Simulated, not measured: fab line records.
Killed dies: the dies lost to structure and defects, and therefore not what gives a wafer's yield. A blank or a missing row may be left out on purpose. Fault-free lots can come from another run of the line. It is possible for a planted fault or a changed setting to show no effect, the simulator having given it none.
A single fault, viewed from 2 desks | flow rit-cmos | each desk holds nothing but its own numbers, with what lay behind them at the end

TOOL OWNER'S DESK, lpcvd-02
The tool's own readings at RIT_ACTIVE_CVD_03 (deposits Si3N4 from SiH2Cl2/NH3, target thk 150 nm, time 1500 s): means of the sampled wafers that have a number, for each lot that ran on this tool. Marked OUT: a lot whose mean sits more than 4 standard deviations from the usual mean, which makes it out of limits; the brackets give that distance.
Columns: A = nh3-flow-sccm at RIT_ACTIVE_CVD_03, usual 150.1 sccm
lot  | first seen here | A
L120 | day 1 17:07     | 150.4
L122 | day 2 03:07     | 150.0
L124 | day 2 13:07     | 150.4
L126 | day 2 23:07     | 150.2
L133 | day 4 10:07     | 179.7 (+82) OUT
L135 | day 4 20:07     | 180.1 (+83) OUT
Finding of this desk: L133, L135 out of limits; the first was L133 at day 4 10:07, on nh3-flow-sccm at RIT_ACTIVE_CVD_03. L120, L122, L124, L126 stayed within limits.

METROLOGY DESK
What the gauges read for every lot (on any tool): the sampled wafers with a number, averaged. Marked OUT: a lot whose mean sits more than 4 standard deviations from the usual mean, which makes it out of limits; the brackets give that distance.
Columns: A = ACTIVE_NITRIDE_THK at RIT_ACTIVE_THK_MEAS_04, usual 149.1 nm; B = FOX1_OXIDE_THK at RIT_FOX1_THK_MEAS_01, usual 347 nm; C = NRETRO_OVL at RIT_NRETRO_OVL_MEAS_06, usual 0.7 nm; D = FIELD_OXIDE_LEFT_2_THK at RIT_FOX2_THK_MEAS_91, usual 252 nm
lot  | first seen here | A               | B   | C    | D
L119 | day 1 13:33     | 151.2           | 338 | 0.9  | 261
L120 | day 1 18:32     | 148.0           | 339 | 0.6  | 238
L121 | day 1 23:32     | 151.1           | 348 | -0.1 | 247
L122 | day 2 04:32     | 149.6           | 348 | 0.5  | 254
L123 | day 2 09:32     | 149.6           | 341 | -0.7 | 247
L124 | day 2 14:32     | 149.7           | 354 | -1.0 | 251
L126 | day 3 00:33     | 148.9           | 360 | 2.7  | 258
L133 | day 4 11:32     | 169.3 (+16) OUT | 351 | -1.6 | 247
L135 | day 4 22:16     | 170.2 (+16) OUT | 339 | 0.0  | 250
L137 | day 5 07:44     | 149.6           | 339 | 0.6  | 249
L138 | day 5 12:33     | 149.0           | 348 | 0.4  | 256
L140 | day 5 22:33     | 148.0           | 356 | -1.0 | 263
L141 | day 6 03:32     | 148.5           | 352 | 0.8  | 249
L142 | day 6 08:32     | 150.4           | 348 | 0.2  | 258
This desk reports L133, L135 out of limits; the earliest was L133 at day 4 11:32 (ACTIVE_NITRIDE_THK at RIT_ACTIVE_THK_MEAS_04). L119, L120, L121, L122, L123, L124, L126, L137, L138, L140, L141, L142 stayed within limits.

ALL TOGETHER
On L133, L135, at day 4 10:07, an alarm was possible from the tool owner's desk.
Metrology desk: alarm possible at day 4 11:32 on L133, L135.
On lpcvd-02, each named lot ran RIT_ACTIVE_CVD_03.

WHAT THE SIMULATOR HAD PUT IN
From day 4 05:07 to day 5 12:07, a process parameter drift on lpcvd-02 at RIT_ACTIVE_CVD_03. Setting nh3-flow-sccm shifted by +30 from 150. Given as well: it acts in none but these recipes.
Shown lots that were struck: L133, L135.
Delay (hours) between the fault's onset and each desk's first out-of-limits reading: 5 at the tool owner's desk, 6 at the metrology desk.
